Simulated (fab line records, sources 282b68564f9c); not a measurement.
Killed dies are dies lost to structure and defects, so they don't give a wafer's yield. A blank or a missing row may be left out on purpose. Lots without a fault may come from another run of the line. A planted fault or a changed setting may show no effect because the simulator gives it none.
fab line records | flow rit_cmos
record lots=6 wafers=18 last_day=7
route steps=202 shown ACTIVE@17 FOX1@20 FOX2@23 NWELL@28 M1@202
lots that met no fault: from a run of the same line without faults
start_h: hours from the record's first day to the start of the lot's first wafer shown | wait_h: hours since the lot's step before | " the same as in the row above | L1.1+2: a row that stands for several wafers | - no value, or no start given | * or withheld: withheld | < > ~ a bound
route shown NAME@n: a module of which the file shows steps, and the number in the route of the first | usual: mean/standard deviation of fault-free wafers | same: alike in all rows | chamber/n: place in a boat | sites: the reading at each site | _std_site: their standard deviation | _edge_site: outer sites' mean less inner sites' | radius_mm: how far each site lies from the wafer's centre | mask NAME#n: copy n | behind: the tool/chamber that last shaped the wafer | hold: why the lot was held/for how many hours/how that ended | device: the transistor (n, p or np) that didn't switch | end of line: the same wafers' tests at the end of the route | a step without rows: its recipe alone | killed: dies lost to structure and defects at the first sort, not the wafer's yield | map: a wafer's dies, x killed, . not, _ none there
set.NAME: the setting as run; set.NAME@STEP: as run at that earlier step | model.NAME: the simulator's own value behind a step, which no gauge read
lots at some steps of the route; a table a step, a row a wafer
## steps
# step RIT_ACTIVE_CLEAN_15
# recipe chemistry=SC1 mix=3:3:50 time_s=600 temp_c=75
# step RIT_ACTIVE_CLEAN_16
# recipe chemistry=dHF dilution=50:1 time_s=30
# step RIT_ACTIVE_CLEAN_17
# recipe chemistry=SC2 mix=3:3:50 time_s=600 temp_c=75 dry=n2_spin
# step RIT_FOX1_OXIDATION_00
# recipe temp_c=1100 ambient=H2O target_thk_a=3507 p_h2o_torr=720 ox_time_s=1086
# step RIT_FOX1_THK_MEAS_01
# recipe reads=SiO2_of_FOX1_OXIDATION_00
# usual FOX1_OXIDE_THK=343/7.2
# columns lot.wafer tool chamber start_h wait_h FOX1_OXIDE_THK[nm]
L860.1 film_metro-03 - 27.54 0.0 345
L860.5 " - " " 337
L860.6 " - " " 340
L861.1 film_metro-02 - 33.02 0.0 339
L861.2 " - " " 339
L861.5 " - " " 338
L872.3 film_metro-02 - 92.34 0.0 352
L872.5 " - " " 357
L872.6 " - " " 353
L875.3 film_metro-02 - 105.25 0.0 339
L875.5 " - " " 340
L875.6 " - " " 342
L878.4 film_metro-01 - 119.60 0.0 334
L878.5 " - " " 342
L878.6 " - " " 340
L879.2 film_metro-02 - 123.70 0.0 344
L879.4 " - " " 335
L879.5 " - " " 342
# step RIT_FOX1_WET_ETCH_02
# recipe chemistry=BOE target_depth_nm=350 time_s=390 temp_c=21.5 dry=n2_spin dilution=10:1 target=SiO2
# step RIT_FOX2_OXIDATION_00
# recipe temp_c=1100 ambient=H2O target_thk_a=3507 p_h2o_torr=720 ox_time_s=1130
# step RIT_FOX2_THK_MEAS_01
# recipe reads=SiO2_of_FOX2_OXIDATION_00
# usual FOX2_OXIDE_THK=349/7.3
# columns lot.wafer tool chamber start_h wait_h FOX2_OXIDE_THK[nm]
L860.1 film_metro-02 - 29.03 0.0 347
L860.5 " - " " 349
L860.6 " - " " 345
L861.1 film_metro-04 - 34.59 0.0 360
L861.2 " - " " 358
L861.5 " - " " 358
L872.3 film_metro-02 - 95.59 0.0 349
L872.5 " - " " 350
L872.6 " - " " 354
L875.3 film_metro-02 - 107.15 0.0 352
L875.5 " - " " 352
L875.6 " - " " 352
L878.4 film_metro-03 - 121.75 0.0 347
L878.5 " - " " 352
L878.6 " - " " 344
L879.2 film_metro-04 - 125.19 0.0 346
L879.4 " - " " 345
L879.5 " - " " 346
# step RIT_FOX2_CLEAN_02
# recipe chemistry=dHF dilution=50:1 time_s=180
# step RIT_FOX2_WET_ETCH_03
# recipe chemistry=H3PO4 target=Si3N4 target_depth_nm=195 temp_c=165 time_s=2700
# step RIT_FOX2_THK_MEAS_90
# recipe reads=SiO2_of_FOX2_OXIDATION_00
# usual FIELD_OXIDE_LEFT_1_THK=321/7.3
# columns lot.wafer tool chamber start_h wait_h FIELD_OXIDE_LEFT_1_THK[nm]
L860.1 film_metro-03 - 29.91 0.0 319
L860.5 " - " " 322
L860.6 " - " " 318
L861.1 film_metro-04 - 35.46 0.0 333
L861.2 " - " " 331
L861.5 " - " " 330
L872.3 film_metro-03 - 96.46 0.0 322
L872.5 " - " " 322
L872.6 " - " " 326
L875.3 film_metro-04 - 108.02 0.0 325
L875.5 " - " " 324
L875.6 " - " " 325
L878.4 film_metro-02 - 122.63 0.0 320
L878.5 " - " " 325
L878.6 " - " " 316
L879.2 film_metro-03 - 126.06 0.0 319
L879.4 " - " " 318
L879.5 " - " " 319
# step RIT_NWELL_HMDS_00
# recipe prime_time_s=60 prime_temp_c=140
# step RIT_NWELL_COAT_01
# recipe resist=NOVOLAK spin_rpm=2000 resist_thk_nm=1300
# usual spin_speed_rpm=2000.0/1.2
# columns lot.wafer tool chamber start_h wait_h spin_speed_rpm model.NOVOLAK_of_NWELL_COAT_01.thk_nm
L860.1 litho_track-02 0 30.12 0.1 2001.1 1298
L860.5 " 0 " " 2000.7 1297
L860.6 " 0 " " 2000.9 1299
L861.1 litho_track-04 0 35.67 0.1 1999.9 1303
L861.2 " 0 " " 2000.4 1305
L861.5 " 0 " " 2000.8 1302
L872.3 litho_track-04 0 96.84 0.1 1921.1 1324
L872.5 " 0 " " 1919.8 1326
L872.6 " 0 " " 1921.3 1324
L875.3 litho_track-04 0 108.26 0.1 1919.1 1314
L875.5 " 0 " " 1919.5 1322
L875.6 " 0 " " 1918.8 1314
L878.4 litho_track-03 0 122.88 0.1 1999.6 1300
L878.5 " 0 " " 1999.9 1295
L878.6 " 0 " " 2000.1 1300
L879.2 litho_track-02 0 126.29 0.1 2001.5 1298
L879.4 " 0 " " 2000.1 1301
L879.5 " 0 " " 1998.8 1302
# step RIT_NWELL_SOFTBAKE_02
# recipe resist=NOVOLAK temp_c=90 time_s=60
# step RIT_NWELL_EXPOSE_03
# recipe mask_id=M2 na=0.57 target_cd_nm=43900 dose_mj=250
# step RIT_NWELL_PEB_04
# recipe resist=NOVOLAK temp_c=withheld time_s=withheld
# step RIT_NWELL_DEVELOP_05
# recipe resist=NOVOLAK develop_time_s=71.32 dev_temp_c=23
# step RIT_NWELL_OVL_MEAS_06
# usual NWELL_OVL=0.1/1.3
# columns lot.wafer tool chamber start_h wait_h NWELL_OVL[nm]
L860.1 overlay-02 - 30.85 - -1.5
L860.5 " - " " -0.6
L860.6 " - " " -1.0
L861.1 overlay-01 - 36.40 - 0.2
L861.2 " - " " 0.3
L861.5 " - " " -0.6
L872.3 overlay-01 - 97.66 - 2.5
L872.5 " - " " 1.0
L872.6 " - " " 1.3
L875.3 overlay-01 - 109.12 - 1.9
L875.5 " - " " 1.0
L875.6 " - " " 3.0
L878.4 overlay-01 - 123.56 - -0.9
L878.5 " - " " 1.0
L878.6 " - " " -1.8
L879.2 overlay-02 - 127.00 - 2.2
L879.4 " - " " 2.0
L879.5 " - " " 1.4
# step RIT_NWELL_HARDBAKE_07
# recipe resist=NOVOLAK temp_c=140 time_s=120
# columns lot.wafer tool chamber start_h wait_h model.NOVOLAK_of_NWELL_COAT_01.thk_nm
L860.1 litho_track-04 0 30.88 0.0 1135
L860.5 " 0 " " 1134
L860.6 " 0 " " 1136
L861.1 litho_track-03 0 36.44 0.0 1140
L861.2 " 0 " " 1141
L861.5 " 0 " " 1139
L872.3+6 litho_track-03 0 97.76 0.1 1158
L872.5 " 0 " " 1159
L875.3+6 litho_track-03 0 109.23 0.1 1149
L875.5 " 0 " " 1156
L878.4+6 litho_track-03 0 123.70 0.1 1137
L878.5 " 0 " " 1133
L879.2 litho_track-02 0 127.07 0.1 1135
L879.4+5 " 0 " " 1138
# step RIT_NWELL_IMPLANT_08
# recipe species=P energy_kev=170 dose_cm2=5e+13 tilt_deg=7
# step RIT_M1_PROBE_99
# usual killed_at_contacts=0.0/0.18 killed_at_front_end=7/3.4 killed_dies=7/3.4 killed_on_rim=1.8/1.3 killed_open=3.7/2.2 killed_short=3.6/2.2
# same gross_dies=264 killed_at_M0_to_M3=0 killed_at_M4_up=0 killed_at_back_side=0 killed_at_other=0
# columns lot.wafer tool chamber start_h wait_h killed_at_contacts killed_at_front_end killed_dies killed_on_rim killed_open killed_short
L860.1 prober-01 - 68.58 0.1 0 6 6 2 2 4
L860.5 prober-01 - 68.78 0.2 0 3 3 0 1 2
L860.6 prober-01 - 68.83 0.2 0 6 6 2 4 2
L861.1 prober-01 - 76.29 0.1 0 2 2 2 2 0
L861.2 prober-01 - 76.34 0.1 0 13 13 4 9 4
L861.5 prober-01 - 76.49 0.2 0 13 13 5 4 9
L872.3 prober-02 - 139.45 0.2 0 8 8 0 6 2
L872.5 prober-02 - 139.55 0.2 1 9 10 1 6 4
L872.6 prober-02 - 139.60 0.2 0 9 9 2 5 4
L875.3 prober-02 - 147.59 0.2 0 11 11 3 7 4
L875.5 prober-02 - 147.69 0.2 0 10 10 2 7 3
L875.6 prober-02 - 147.74 0.2 0 7 7 3 3 4
L878.4 prober-02 - 161.07 0.2 0 6 6 1 0 6
L878.5 prober-02 - 161.12 0.2 0 7 7 2 2 5
L878.6 prober-02 - 161.17 0.2 0 5 5 0 3 2
# killed by level:class
L860.1 GATE:geometric_particle:short=2 FOX2:geometric_particle:short=1 SPACER:geometric_particle:short=1 SPACER:geometric_particle:open=1 SILICIDE:geometric_particle:open=1
L860.5 FOX1:geometric_particle:short=1 GATE:geometric_particle:open=1 SILICIDE:geometric_particle:short=1
L860.6 GATE:geometric_particle:open=4 FOX2:geometric_particle:short=1 SILICIDE:geometric_particle:short=1
L861.1 FOX2:geometric_particle:open=1 GATE:geometric_particle:open=1
L861.2 FOX1:geometric_particle:open=3 GATE:geometric_particle:open=3 SPACER:geometric_particle:open=2 SILICIDE:geometric_particle:short=2 FOX2:geometric_particle:open=1 GATE:geometric_particle:short=1 SPACER:geometric_particle:short=1
L861.5 GATE:geometric_particle:short=6 GATE:geometric_particle:open=3 REOX:geometric_particle:short=1 SPACER:geometric_particle:open=1 SPACER:geometric_particle:short=1 SILICIDE:geometric_particle:short=1
L872.3 GATE:geometric_particle:open=5 GATE:geometric_particle:short=2 SILICIDE:geometric_particle:open=1
L872.5 GATE:geometric_particle:open=3 GATE:geometric_particle:short=2 REOX:geometric_particle:open=2 REOX:geometric_particle:short=1 SPACER:geometric_particle:short=1 CONTACT:geometric_particle:open=1
L872.6 GATE:geometric_particle:short=3 GATE:geometric_particle:open=3 FOX1:geometric_particle:short=1 FOX1:geometric_particle:open=1 FOX2:geometric_particle:open=1
L875.3 SPACER:geometric_particle:open=4 SILICIDE:geometric_particle:short=2 SILICIDE:geometric_particle:open=2 FOX1:geometric_particle:short=1 FOX2:geometric_particle:open=1 REOX:geometric_particle:short=1
L875.5 GATE:geometric_particle:open=5 FOX2:geometric_particle:short=1 FOX2:geometric_particle:open=1 REOX:geometric_particle:short=1 SPACER:geometric_particle:open=1 SILICIDE:geometric_particle:short=1
L875.6 GATE:geometric_particle:open=2 SILICIDE:geometric_particle:short=2 REOX:geometric_particle:short=1 REOX:geometric_particle:open=1 SPACER:geometric_particle:short=1
L878.4 REOX:geometric_particle:short=2 FOX1:geometric_particle:short=1 FOX2:geometric_particle:short=1 GATE:geometric_particle:short=1 SPACER:geometric_particle:short=1
L878.5 FOX1:geometric_particle:short=2 FOX1:geometric_particle:open=1 FOX2:geometric_particle:short=1 GATE:geometric_particle:short=1 REOX:geometric_particle:open=1 SILICIDE:geometric_particle:short=1
L878.6 SPACER:geometric_particle:open=2 FOX2:geometric_particle:short=1 REOX:geometric_particle:open=1 SPACER:geometric_particle:short=1
## key
first_sign step=RIT_NWELL_COAT_01 reading=spin_speed_rpm direction=down sigmas=66 usual=2000.0 struck=1919.9
effect none on later readings
model_effect step=RIT_NWELL_COAT_01 value=NOVOLAK_of_NWELL_COAT_01.thk_nm without=1294 struck=1321
model_effect step=RIT_NWELL_HARDBAKE_07 value=NOVOLAK_of_NWELL_COAT_01.thk_nm without=1132 struck=1155
met_at RIT_NWELL_COAT_01
struck_wafers L872.3,L872.5,L872.6,L875.3,L875.5,L875.6
tester_left_out L872,L875
loop_trim step=RIT_ACTIVE_EXPOSE_08 setting=dose lots=L875
onset_between 35.67 96.84
fault kind=process_parameter_drift tool=litho_track-04 chamber=- onset_h=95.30 steps=RIT_NWELL_COAT_01 channel=spin_rpm offset=-79.549 shape=step end_h=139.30 acts_in=these_recipes_only stated=2000
# tester_left_out: of these lots the tester's yield and bins aren't shown, on N5 and GAA mostly nor the transistor test; their killed dies are dies lost to structure and defects alone, not to doping, threshold or leakage, so they don't give the yield
# loop_trim: a control loop set the setting to another value than it would have without faults
